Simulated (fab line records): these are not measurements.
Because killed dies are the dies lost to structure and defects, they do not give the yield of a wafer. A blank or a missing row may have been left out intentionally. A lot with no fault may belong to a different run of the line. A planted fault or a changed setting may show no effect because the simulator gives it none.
Lot-split experiment | flow ritCmos | route with 202 steps; 5 lots, 23 wafers read

== THE SPLIT ==
At RIT_PSD_IMPLANT_08, the setting energyKev was moved away from the recipe's 27 on 9 of the 23 wafers read, by -2.7% to +4.6%. For the rest of the wafers, this setting stayed at what the recipe calls for.

== FROM THE SPLIT TO THE READING: what the file shows between them, 4 steps ==
- RIT_SDANNEAL_CLEAN_00: cleans in SC1, time 600 s (also split here: timeS)
- RIT_SDANNEAL_CLEAN_01: cleans in dHF, time 30 s
- RIT_SDANNEAL_CLEAN_02: cleans in SC2, time 600 s
- RIT_SDANNEAL_RTA_03: time 5 s

== THE READING ==
PSD_RS (ohm/sq), read at RIT_SDANNEAL_RS_MEAS_04 with a four-point probe. A value of 115.9 ohm/sq with a standard deviation of 0.34 ohm/sq is what fault-free wafers of this fab line usually give.

wafer  | tool, chamber at the split | energyKev as run | against the recipe | PSD_RS, ohm/sq | against lot-mates on the recipe
L074.1 | implanter-02, 0            | 27               | recipe             | 115.4          | -
L074.3 | implanter-02, 0            | 28.14            | +4.2%              | 112.9          | -2.8
L074.4 | implanter-02, 0            | 27               | recipe             | 115.8          | -
L074.5 | implanter-02, 0            | 27               | recipe             | 116.0          | -
L074.6 | implanter-02, 0            | 28.14            | +4.2%              | 113.4          | -2.3
L075.1 | implanter-04, 0            | 27.55            | +2.0%              | 114.9          | -1.2
L075.2 | implanter-04, 0            | 27               | recipe             | 116.0          | -
L075.3 | implanter-04, 0            | 27               | recipe             | 116.0          | -
L075.4 | implanter-04, 0            | 27               | recipe             | 116.2          | -
L075.6 | implanter-04, 0            | 27.55            | +2.0%              | 114.6          | -1.5
L078.2 | implanter-02, 0            | 28.24            | +4.6%              | 113.7          | -2.2
L078.3 | implanter-02, 0            | 28.24            | +4.6%              | 113.4          | -2.5
L078.4 | implanter-02, 0            | 28.24            | +4.6%              | 113.2          | -2.7
L078.5 | implanter-02, 0            | 27               | recipe             | 115.9          | -
L078.6 | implanter-02, 0            | 27               | recipe             | 115.9          | -
L081.1 | implanter-04, 0            | 26.26            | -2.7%              | 117.2          | +1.4
L081.3 | implanter-04, 0            | 27               | recipe             | 115.9          | -
L081.4 | implanter-04, 0            | 26.26            | -2.7%              | 117.2          | +1.4
L081.5 | implanter-04, 0            | 27               | recipe             | 115.8          | -
L081.6 | implanter-04, 0            | 27               | recipe             | 115.7          | -
L084.3 | implanter-02, 0            | 27               | recipe             | 115.6          | -
L084.4 | implanter-02, 0            | 27               | recipe             | 115.4          | -
L084.6 | implanter-02, 0            | 27               | recipe             | 115.3          | -

THE FIT
A straight line over all 23 wafers: PSD_RS changes by -0.542 ohm/sq for each +1% of energyKev; r = -0.98; the points scatter about the line by 0.27 ohm/sq.
The same after taking each lot's own level away (the mean of its wafers on the recipe; 23 wafers): -0.557 ohm/sq for each +1%; r = -0.99; scatter 0.19 ohm/sq.
According to that fit, moving energyKev by its largest amount changes the reading by 2.6 ohm/sq.
The lots' own levels span 115.43 to 116.07 ohm/sq, that is 1.9 times the standard deviation above.
Hence the lot-to-lot level has little effect on the slope; both slopes agree.
Check: with one of the wafers moved furthest among these (+4.6%) left out of the fit, the line predicts -2.68 ohm/sq for it against its lot-mates. It came out at -2.2 ohm/sq against them.

== OTHER SPLITS APPLIED TO THESE WAFERS ==
Other splits were also applied to these wafers ahead of the reading. Each is held against what the fit with the lots' levels taken away leaves over:
other split on the same wafers | wafers away from the commonest value | r with PSD_RS (lot level and that fit taken away)
RIT_NSD_COAT_01 spinRpm        | 7                                    | -0.03
RIT_NSD_IMPLANT_08 doseCm2     | 9                                    | -0.04
RIT_SDANNEAL_CLEAN_00 timeS    | 18                                   | -0.17

== THE WHOLE CHAIN: every reading that the file lists as answering this split, in the file's order ==
step                    | what it does                 | reading                                                        | change (the file's fit)                | r (the file's)
RIT_PSD_IMPLANT_08      |                              | implant.rpNm (the simulator's own value, which no gauge read)  | +0.176 nm for each +1% of the setting  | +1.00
RIT_PSD_IMPLANT_08      |                              | implant.drpNm (the simulator's own value, which no gauge read) | +0.0844 nm for each +1% of the setting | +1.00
RIT_SDANNEAL_RS_MEAS_04 | measures by four-point-probe | PSD_RS                                                         | -0.568 for each +1% of the setting     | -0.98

== THE FILE'S OWN FIT ==
PSD_RS changes by -0.568 ohm/sq for each +1% of energyKev, r = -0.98.
